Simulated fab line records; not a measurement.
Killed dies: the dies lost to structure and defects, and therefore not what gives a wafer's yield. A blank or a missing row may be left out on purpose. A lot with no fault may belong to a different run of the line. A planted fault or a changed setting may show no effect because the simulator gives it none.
fab line records	flow rit-cmos
record: lots: 6	wafers: 18	last-day: 6
route steps=202 shown REOX@99 NLDD@103 PLDD@114 SPACER@125 NSD@131 M1@202
lots that met no fault: from a run of the same line without faults
start-h: hours from the record's opening day to when the first of the lot's shown wafers began	wait-h: hours from the lot's prior step to this one	" as in the row above	L1.1+2: a row that stands for several wafers	- no value present, or no start provided	* or withheld: withheld	< > ~ a bound
route shown NAME@n: names a module that has steps shown in the file, with the first one's number in the route	usual: mean/standard deviation taken from wafers without a fault	same: alike in all rows	chamber/n: place in a boat	sites: per-site readings	_std_site: standard deviation of those values	_edge_site: the outer-site mean with the inner-site mean subtracted	radius-mm: for every site, how far away it sits from the centre of the wafer	mask NAME#n: copy n	behind: tool/chamber where the wafer was last shaped	hold: why the lot was held/for how many hours/how that ended	device: whichever transistor did not switch (one of n, p or np)	end of line: tests run on the same wafers once the route is complete	where a step has no rows: the recipe by itself	killed: the dies lost at the first sort to structure and to defects; this is not the yield of the wafer	map: a wafer's dies, marking killed ones x, the rest . and places with no die _
set.NAME: the setting as run; set.NAME@STEP: as run at that earlier step	model.NAME: the simulator's own value behind a step, which no gauge read
lots at some steps of the route; a table a step, a row a wafer
services: a tool's chamber out of use, with start hour (start-h, from the record's first day; less than 0 if before it), hours out, and reason
== steps ==
step: RIT_REOX_CLEAN_01
recipe: chemistry: dHF	dilution: 50:1	time-s: 30
step: RIT_REOX_CLEAN_02
recipe: chemistry: SC2	mix: 3:3:50	time-s: 600	temp-c: 75	dry: n2-spin
step: RIT_REOX_OXIDATION_03
recipe: temp-c: 900	ambient: O2	target-thk-a: 252	ox-time-s: 5580
step: RIT_REOX_THK_MEAS_04
recipe: reads: SiO2_of_REOX_OXIDATION_03
usual: REOX_OXIDE_THK: 25.3/0.37
lot.wafer	tool	chamber	start-h	wait-h	REOX_OXIDE_THK[nm]
L824.1	film-metro-04	-	51.74	0.0	24.9
L824.5	"	-	"	"	25.5
L824.6	"	-	"	"	25.4
L826.1	film-metro-01	-	77.46	0.0	25.4
L826.2	"	-	"	"	25.5
L826.3	"	-	"	"	25.6
L831.2	film-metro-04	-	108.03	0.0	25.2
L831.5	"	-	"	"	25.0
L831.6	"	-	"	"	24.9
L832.2	film-metro-01	-	108.03	0.0	26.0
L832.5	"	-	"	"	25.8
L832.6	"	-	"	"	26.0
L835.1	film-metro-04	-	115.27	0.0	25.8
L835.3	"	-	"	"	25.4
L835.5	"	-	"	"	26.1
L840.2	film-metro-04	-	135.43	0.0	25.2
L840.3	"	-	"	"	25.2
L840.5	"	-	"	"	25.1
step: RIT_NLDD_HMDS_00
recipe: prime-time-s: 60	prime-temp-c: 140
step: RIT_NLDD_COAT_01
recipe: resist: NOVOLAK	spin-rpm: 3250	resist-thk-nm: 1000
step: RIT_NLDD_SOFTBAKE_02
recipe: resist: NOVOLAK	temp-c: 90	time-s: 60
step: RIT_NLDD_EXPOSE_03
recipe: mask-id: M7	na: 0.57	target-cd-nm: 40700	dose-mj: 250
step: RIT_NLDD_PEB_04
recipe: resist: NOVOLAK	temp-c: withheld	time-s: withheld
step: RIT_NLDD_DEVELOP_05
recipe: resist: NOVOLAK	develop-time-s: 50	dev-temp-c: 23
step: RIT_NLDD_OVL_MEAS_06
usual: NLDD_OVL: -0.4/1.4
lot.wafer	tool	chamber	start-h	wait-h	NLDD_OVL[nm]
L824.1	overlay-02	-	52.90	-	-0.5
L824.5	"	-	"	"	-1.7
L824.6	"	-	"	"	-0.7
L826.1	overlay-01	-	78.37	-	-2.4
L826.2	"	-	"	"	-1.4
L826.3	"	-	"	"	-0.6
L831.2	overlay-01	-	108.94	-	2.0
L831.5	"	-	"	"	2.1
L831.6	"	-	"	"	1.7
L832.2	overlay-02	-	109.18	-	0.2
L832.5	"	-	"	"	-2.7
L832.6	"	-	"	"	1.6
L835.1	overlay-01	-	116.53	-	0.4
L835.3	"	-	"	"	-0.2
L835.5	"	-	"	"	1.5
L840.2	overlay-01	-	136.74	-	-3.1
L840.3	"	-	"	"	-2.6
L840.5	"	-	"	"	-1.6
step: RIT_NLDD_HARDBAKE_07
recipe: resist: NOVOLAK	temp-c: 140	time-s: 60
step: RIT_NLDD_IMPLANT_08
recipe: species: P	energy-kev: 20	dose-cm2: 5e+14	tilt-deg: 7
usual: dose-ions-cm2: 5e+14/4.5e+11	faraday-current-uA: 1563/31
lot.wafer	tool	chamber	start-h	wait-h	dose-ions-cm2	faraday-current-uA
L824.1	implanter-02	0	53.09	0.1	5.002e+14	1588
L824.5	"	0	"	"	4.999e+14	1568
L824.6	"	0	"	"	4.996e+14	1524
L826.1	implanter-01	0	78.56	0.1	5.003e+14	1627
L826.2	"	0	"	"	4.999e+14	1575
L826.3	"	0	"	"	4.997e+14	1541
L831.2	implanter-02	0	109.14	0.1	6.505e+14	2070
L831.5	"	0	"	"	6.492e+14	2123
L831.6	"	0	"	"	6.493e+14	2011
L832.2	implanter-01	0	109.39	0.1	4.998e+14	1569
L832.5	"	0	"	"	5e+14	1503
L832.6	"	0	"	"	4.997e+14	1577
L835.1	implanter-02	0	116.78	0.1	6.499e+14	1962
L835.3	"	0	"	"	6.497e+14	2048
L835.5	"	0	"	"	6.495e+14	1966
L840.2	implanter-01	0	136.95	0.1	4.995e+14	1544
L840.3	"	0	"	"	5.003e+14	1530
L840.5	"	0	"	"	4.999e+14	1555
step: RIT_NLDD_STRIP_09
recipe: chemistry: O2	time-s: 180	resist: NOVOLAK	platen-temp-c: withheld	power-w: 500	pressure-mtorr: 4000	o2-flow-sccm: 4000
usual: drypump-motor-current-A: 5.4/0.45
lot.wafer	tool	chamber	start-h	wait-h	drypump-motor-current-A	rf-hours-counter-h
L824.1	plasma-asher-03	1	53.24	0.1	4.7	40
L824.5	"	0	"	"	5.7	-
L824.6	"	1	"	"	4.7	-
L826.1	plasma-asher-03	0	78.71	0.1	5.7	41
L826.2	"	1	"	"	4.7	41
L826.3	"	0	"	"	5.7	-
L831.2	plasma-asher-01	1	109.27	0.1	5.7	26
L831.5	"	0	"	"	6.0	-
L831.6	"	1	"	"	5.7	-
L832.2	plasma-asher-04	0	109.51	0.1	5.5	49
L832.5	"	1	"	"	4.9	-
L832.6	"	0	"	"	5.5	-
L835.1	plasma-asher-04	1	116.93	0.1	4.9	50
L835.3	"	1	"	"	4.9	-
L835.5	"	1	"	"	4.9	-
L840.2	plasma-asher-01	0	137.07	0.1	6.0	31
L840.3	"	1	"	"	5.7	-
L840.5	"	0	"	"	6.0	-
step: RIT_NLDD_TW_MEAS_10
usual: NLDD_TW: 2502/27
lot.wafer	tool	chamber	start-h	wait-h	NLDD_TW
L824.1	film-metro-03	-	53.41	0.1	2509
L824.5	"	-	"	"	2504
L824.6	"	-	"	"	2508
L826.1	film-metro-02	-	78.88	0.1	2519
L826.2	"	-	"	"	2516
L826.3	"	-	"	"	2508
L831.2	film-metro-01	-	109.45	0.1	2634
L831.5	"	-	"	"	2637
L831.6	"	-	"	"	2628
L832.2	film-metro-01	-	109.70	0.1	2453
L832.5	"	-	"	"	2462
L832.6	"	-	"	"	2458
L835.1	film-metro-02	-	117.11	0.1	2708
L835.3	"	-	"	"	2700
L835.5	"	-	"	"	2711
L840.2	film-metro-02	-	137.26	0.1	2526
L840.3	"	-	"	"	2518
L840.5	"	-	"	"	2525
step: RIT_PLDD_HMDS_00
recipe: prime-time-s: 60	prime-temp-c: 140
step: RIT_PLDD_COAT_01
recipe: resist: NOVOLAK	spin-rpm: 3250	resist-thk-nm: 1000
step: RIT_PLDD_SOFTBAKE_02
recipe: resist: NOVOLAK	temp-c: 90	time-s: 60
step: RIT_PLDD_EXPOSE_03
recipe: mask-id: M8	na: 0.57	target-cd-nm: 40900	dose-mj: 250
step: RIT_PLDD_PEB_04
recipe: resist: NOVOLAK	temp-c: withheld	time-s: withheld
step: RIT_PLDD_DEVELOP_05
recipe: resist: NOVOLAK	develop-time-s: 50	dev-temp-c: 23
step: RIT_PLDD_OVL_MEAS_06
usual: PLDD_OVL: 0.8/1.4
lot.wafer	tool	chamber	start-h	wait-h	PLDD_OVL[nm]
L824.1	overlay-02	-	54.45	-	0.5
L824.5	"	-	"	"	0.0
L824.6	"	-	"	"	0.3
L826.1	overlay-01	-	79.94	-	1.9
L826.2	"	-	"	"	2.5
L826.3	"	-	"	"	1.3
L831.2	overlay-01	-	110.52	-	0.8
L831.5	"	-	"	"	0.7
L831.6	"	-	"	"	0.6
L832.2	overlay-02	-	110.76	-	0.0
L832.5	"	-	"	"	-1.1
L832.6	"	-	"	"	-0.2
L835.1	overlay-01	-	118.14	-	2.2
L835.3	"	-	"	"	2.3
L835.5	"	-	"	"	0.7
L840.2	overlay-01	-	138.49	-	-0.9
L840.3	"	-	"	"	1.1
L840.5	"	-	"	"	1.4
step: RIT_PLDD_HARDBAKE_07
recipe: resist: NOVOLAK	temp-c: 140	time-s: 60
step: RIT_PLDD_IMPLANT_08
recipe: species: BF2	energy-kev: 20	dose-cm2: 9e+14	tilt-deg: 7
step: RIT_PLDD_STRIP_09
recipe: chemistry: O2	time-s: 180	resist: NOVOLAK	platen-temp-c: withheld	power-w: 500	pressure-mtorr: 4000	o2-flow-sccm: 4000
usual: drypump-motor-current-A: 5.5/0.54
lot.wafer	tool	chamber	start-h	wait-h	drypump-motor-current-A	rf-hours-counter-h
L824.1	plasma-asher-04	0	54.78	0.1	5.5	44
L824.5	"	0	"	"	5.5	-
L824.6	"	1	"	"	4.9	-
L826.1	plasma-asher-04	0	80.28	0.1	5.5	45
L826.2	"	1	"	"	4.9	45
L826.3	"	1	"	"	4.9	-
L831.2	plasma-asher-04	1	110.85	0.1	4.9	49
L831.5	"	0	"	"	5.5	-
L831.6	"	1	"	"	4.9	-
L832.2	plasma-asher-02	0	111.09	0.1	5.7	46
L832.5	"	1	"	"	6.4	-
L832.6	"	0	"	"	5.7	-
L835.1	plasma-asher-03	1	118.48	0.1	4.7	0
L835.3	"	0	"	"	5.7	-
L835.5	"	0	"	"	5.7	-
L840.2	plasma-asher-03	1	138.82	0.1	4.7	3
L840.3	"	1	"	"	4.7	-
L840.5	"	1	"	"	4.7	-
step: RIT_PLDD_TW_MEAS_10
usual: PLDD_TW: 2342/24
lot.wafer	tool	chamber	start-h	wait-h	PLDD_TW
L824.1	film-metro-03	-	54.96	0.1	2368
L824.5	"	-	"	"	2363
L824.6	"	-	"	"	2367
L826.1	film-metro-01	-	80.45	0.1	2322
L826.2	"	-	"	"	2327
L826.3	"	-	"	"	2323
L831.2	film-metro-01	-	111.03	0.1	2327
L831.5	"	-	"	"	2314
L831.6	"	-	"	"	2332
L832.2	film-metro-02	-	111.27	0.1	2378
L832.5	"	-	"	"	2373
L832.6	"	-	"	"	2369
L835.1	film-metro-01	-	118.65	0.1	2322
L835.3	"	-	"	"	2329
L835.5	"	-	"	"	2324
L840.2	film-metro-01	-	139.00	0.1	2329
L840.3	"	-	"	"	2331
L840.5	"	-	"	"	2333
step: RIT_SPACER_CLEAN_00
recipe: chemistry: SC1	mix: 3:3:50	time-s: 600	temp-c: 75
step: RIT_SPACER_CLEAN_01
recipe: chemistry: dHF	dilution: 50:1	time-s: 30
step: RIT_SPACER_CLEAN_02
recipe: chemistry: SC2	mix: 3:3:50	time-s: 600	temp-c: 75	dry: n2-spin
step: RIT_SPACER_CVD_03
recipe: material: Si3N4	target-thk-nm: 250	temp-c: 810	precursor: SiH2Cl2/NH3	time-s: 3300	pressure-mtorr: 300	sih2cl2-flow-sccm: 60	nh3-flow-sccm: 150
step: RIT_SPACER_THK_MEAS_04
recipe: reads: Si3N4_of_SPACER_CVD_03
usual: SPACER_NITRIDE_THK: 250.5/2.9
lot.wafer	tool	chamber	start-h	wait-h	SPACER_NITRIDE_THK[nm]
L824.1	film-metro-02	-	57.32	0.0	247.9
L824.5	"	-	"	"	249.1
L824.6	"	-	"	"	250.6
L826.1	film-metro-02	-	82.93	0.0	246.2
L826.2	"	-	"	"	248.9
L826.3	"	-	"	"	247.1
L831.2	film-metro-01	-	113.39	0.0	253.9
L831.5	"	-	"	"	254.5
L831.6	"	-	"	"	253.0
L832.2	film-metro-01	-	113.97	0.0	252.2
L832.5	"	-	"	"	253.8
L832.6	"	-	"	"	251.4
L835.1	film-metro-01	-	122.25	0.0	252.8
L835.3	"	-	"	"	254.4
L835.5	"	-	"	"	252.5
L840.2	film-metro-04	-	141.35	0.0	250.0
L840.3	"	-	"	"	250.7
L840.5	"	-	"	"	250.5
step: RIT_SPACER_ETCHBACK_05
recipe: target-depth-a: 2500	SF6_flow_sccm: 30	CHF3_flow_sccm: 30	target: Si3N4	chemistry: SF6/CHF3	pressure-mtorr: 40	rf-w: 250	time-s: 240	stop-on: SiO2
usual: drypump-motor-current-A: 5.6/0.5	oes-product-au: 0.835/0.012	throttle-valve-pct: 10.34/0.15
lot.wafer	tool	chamber	start-h	wait-h	drypump-motor-current-A	oes-product-au	rf-hours-counter-h	throttle-valve-pct
L824.1	rie-diel-01	3	57.38	0.1	6.0	0.826	11	10.21
L824.5	"	3	"	"	6.0	0.830	-	10.22
L824.6	"	2	"	"	6.4	0.846	-	10.37
L826.1	rie-diel-01	3	82.99	0.1	6.0	0.830	12	10.21
L826.2	"	1	"	"	4.9	0.819	25	10.28
L826.3	"	0	"	"	5.8	0.835	28	10.06
L831.2	rie-diel-01	0	113.44	0.0	5.7	0.852	29	10.06
L831.5	"	1	"	"	4.9	0.829	-	10.28
L831.6	"	0	"	"	5.7	0.851	-	10.08
L832.2	rie-diel-04	3	114.02	0.0	5.8	0.818	128	10.38
L832.5	"	0	"	"	6.3	0.845	-	10.61
L832.6	"	3	"	"	5.8	0.821	-	10.38
L835.1	rie-diel-04	0	122.31	0.1	6.3	0.846	3	10.62
L835.3	"	1	"	"	5.6	0.839	152	10.27
L835.5	"	3	"	"	5.8	0.816	-	10.38
L840.2	rie-diel-01	3	141.40	0.0	6.0	0.833	14	10.23
L840.3	"	1	"	"	4.9	0.810	26	10.30
L840.5	"	3	"	"	6.0	0.836	-	10.22
step: RIT_NSD_HMDS_00
recipe: prime-time-s: 60	prime-temp-c: 140
step: RIT_NSD_COAT_01
recipe: resist: NOVOLAK	spin-rpm: 3250	resist-thk-nm: 1000
step: RIT_NSD_SOFTBAKE_02
recipe: resist: NOVOLAK	temp-c: 90	time-s: 60
step: RIT_NSD_EXPOSE_03
recipe: mask-id: M9	na: 0.57	target-cd-nm: 40700	dose-mj: 250
step: RIT_NSD_PEB_04
recipe: resist: NOVOLAK	temp-c: withheld	time-s: withheld
step: RIT_NSD_DEVELOP_05
recipe: resist: NOVOLAK	develop-time-s: 50	dev-temp-c: 23
step: RIT_NSD_OVL_MEAS_06
usual: NSD_OVL: -1.0/1.4
lot.wafer	tool	chamber	start-h	wait-h	NSD_OVL[nm]
L824.1	overlay-01	-	58.38	-	-1.2
L824.5	"	-	"	"	-3.0
L824.6	"	-	"	"	-1.7
L826.1	overlay-01	-	84.22	-	-0.6
L826.2	"	-	"	"	-0.8
L826.3	"	-	"	"	0.2
L831.2	overlay-02	-	114.70	-	0.8
L831.5	"	-	"	"	0.1
L831.6	"	-	"	"	-1.0
L832.2	overlay-01	-	115.26	-	-2.3
L832.5	"	-	"	"	-1.8
L832.6	"	-	"	"	0.2
L835.1	overlay-01	-	123.79	-	-0.9
L835.3	"	-	"	"	-0.6
L835.5	"	-	"	"	-1.1
L840.2	overlay-01	-	142.48	-	-1.4
L840.3	"	-	"	"	-2.7
L840.5	"	-	"	"	-0.8
step: RIT_NSD_HARDBAKE_07
recipe: resist: NOVOLAK	temp-c: 140	time-s: 60
step: RIT_NSD_IMPLANT_08
recipe: species: P	energy-kev: 25	dose-cm2: 1e+15	tilt-deg: 7
step: RIT_NSD_STRIP_09
recipe: chemistry: O2	time-s: 180	resist: NOVOLAK	platen-temp-c: withheld	power-w: 500	pressure-mtorr: 4000	o2-flow-sccm: 4000
usual: drypump-motor-current-A: 5.8/0.46
lot.wafer	tool	chamber	start-h	wait-h	drypump-motor-current-A	rf-hours-counter-h
L824.1	plasma-asher-02	0	58.71	0.1	5.7	41
L824.5	"	1	"	"	6.4	-
L824.6	"	0	"	"	5.7	-
L826.1	plasma-asher-02	1	84.55	0.1	6.4	43
L826.2	"	0	"	"	5.7	43
L826.3	"	1	"	"	6.4	-
L831.2	plasma-asher-01	1	115.12	0.1	5.7	27
L831.5	"	1	"	"	5.7	-
L831.6	"	0	"	"	6.0	-
L832.2	plasma-asher-02	0	115.59	0.1	5.7	46
L832.5	"	1	"	"	6.4	-
L832.6	"	0	"	"	5.7	-
L835.1	plasma-asher-01	1	124.49	0.1	5.7	29
L835.3	"	0	"	"	6.0	-
L835.5	"	0	"	"	6.0	-
L840.2	plasma-asher-01	1	142.81	0.1	5.7	32
L840.3	"	1	"	"	5.7	-
L840.5	"	0	"	"	6.0	-
step: RIT_SDANNEAL_RS_MEAS_07
recipe: thk-meas-gauge: four-point-probe
usual: NLDD_RS: 151.6/0.5
lot.wafer	tool	chamber	start-h	wait-h	NLDD_RS[ohm/sq]
L824.1	film-metro-02	-	61.30	0.1	152.2
L824.5	"	-	"	"	151.9
L824.6	"	-	"	"	152.0
L826.1	film-metro-03	-	87.14	0.1	151.6
L826.2	"	-	"	"	151.2
L826.3	"	-	"	"	151.3
L831.2	film-metro-03	-	118.53	0.1	122.6
L831.5	"	-	"	"	122.6
L831.6	"	-	"	"	122.3
L832.2	film-metro-02	-	118.68	0.1	152.1
L832.5	"	-	"	"	152.7
L832.6	"	-	"	"	152.6
L835.1	film-metro-03	-	127.30	0.1	122.3
L835.3	"	-	"	"	122.5
L835.5	"	-	"	"	122.5
L840.2	film-metro-02	-	145.46	0.1	151.6
L840.3	"	-	"	"	151.7
L840.5	"	-	"	"	151.7
step: RIT_M1_PROBE_99
usual: killed_at_M0_to_M3: 0.0/0.083	killed-at-contacts: 0.1/0.23	killed-at-front-end: 6.7/2.9	killed-dies: 6.8/2.9	killed-open: 3.5/2.1	killed-short: 3.2/1.9
same: gross-dies: 264	killed_at_M4_up: 0	killed-at-back-side: 0	killed-at-other: 0
lot.wafer	tool	chamber	start-h	wait-h	killed_at_M0_to_M3	killed-at-contacts	killed-at-front-end	killed-dies	killed-open	killed-short
L824.1	prober-01	-	68.44	0.1	0	0	8	8	3	5
L824.5	prober-01	-	68.64	0.2	0	0	10	10	4	6
L824.6	prober-01	-	68.69	0.2	0	0	5	5	2	3
L840.2	prober-02	-	154.01	0.1	0	0	6	6	3	3
L840.3	prober-02	-	154.06	0.2	0	0	6	6	2	4
L840.5	prober-02	-	154.16	0.2	0	0	7	7	5	2
killed by level:class
L824.1 GATE:geometric-particle:open=2 FOX1:geometric-particle:short=1 FOX1:geometric-particle:open=1 FOX2:geometric-particle:short=1 REOX:geometric-particle:short=1 SPACER:geometric-particle:short=1 SILICIDE:geometric-particle:short=1
L824.5 FOX1:geometric-particle:short=2 FOX2:geometric-particle:short=2 GATE:geometric-particle:open=2 FOX1:geometric-particle:open=1 GATE:geometric-particle:short=1 REOX:geometric-particle:open=1 REOX:geometric-particle:short=1
L824.6 GATE:geometric-particle:open=2 FOX1:geometric-particle:short=1 REOX:geometric-particle:short=1 SPACER:geometric-particle:short=1
L840.2 GATE:geometric-particle:short=3 FOX1:geometric-particle:open=1 GATE:geometric-particle:open=1 SILICIDE:geometric-particle:open=1
L840.3 GATE:geometric-particle:short=3 FOX1:geometric-particle:open=1 REOX:geometric-particle:open=1 REOX:geometric-particle:short=1
L840.5 SPACER:geometric-particle:open=2 SILICIDE:geometric-particle:open=2 GATE:geometric-particle:short=1 REOX:geometric-particle:open=1 SILICIDE:geometric-particle:short=1
== services ==
tool	chamber	start-h	hours	kind
plasma-asher-01	-	52.31	4.0	repair
plasma-asher-01	-	64.14	1.0	repair
implanter-01	-	86.81	2.6	repair
plasma-asher-01	-	98.66	2.8	pm
plasma-asher-03	-	108.88	9.0	pm
plasma-asher-03	0	108.88	9.0	vent-cycle
plasma-asher-03	1	108.88	9.0	vent-cycle
plasma-asher-03	0	117.88	-	clean
plasma-asher-03	1	117.88	-	clean
implanter-02	-	119.67	2.7	repair
rie-diel-04	1	137.29	-	clean
rie-diel-04	1	137.29	15.5	scheduled-down
rie-diel-04	1	137.29	15.5	vent-cycle
rie-diel-04	2	139.74	10.5	repair
implanter-01	-	142.54	4.2	repair
== key ==
first-sign: step: RIT_NLDD_IMPLANT_08	reading: dose-ions-cm2	direction: up	sigmas: 99+	usual: 5e+14	struck: 6.497e+14
effect: step: RIT_NLDD_IMPLANT_08	reading: faraday-current-uA	direction: up	sigmas: 15	usual: 1563	struck: 2030
effect: step: RIT_NLDD_TW_MEAS_10	reading: NLDD_TW	direction: up	sigmas: 6.3	usual: 2502	struck: 2670
effect: step: RIT_SDANNEAL_RS_MEAS_07	reading: NLDD_RS	direction: down	sigmas: 59	usual: 151.6	struck: 122.5
met-at RIT_NLDD_IMPLANT_08
struck-wafers L831.2,L831.5,L831.6,L835.1,L835.3,L835.5
tester-left-out L831,L835
onset-between 53.09 109.14
fault: kind: process-parameter-drift	tool: implanter-02	chamber: -	onset-h: 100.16	steps: RIT_NLDD_IMPLANT_08	channel: dose-cm2	offset: 1.5e+14	shape: step	end-h: 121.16	acts-in: these-recipes-only	stated: 5e+14
tester-left-out: of these lots the tester's yield and bins aren't shown, on N5 and GAA mostly nor the transistor test; their killed dies are dies lost to structure and defects alone, not to doping, threshold or leakage, so they don't give the yield
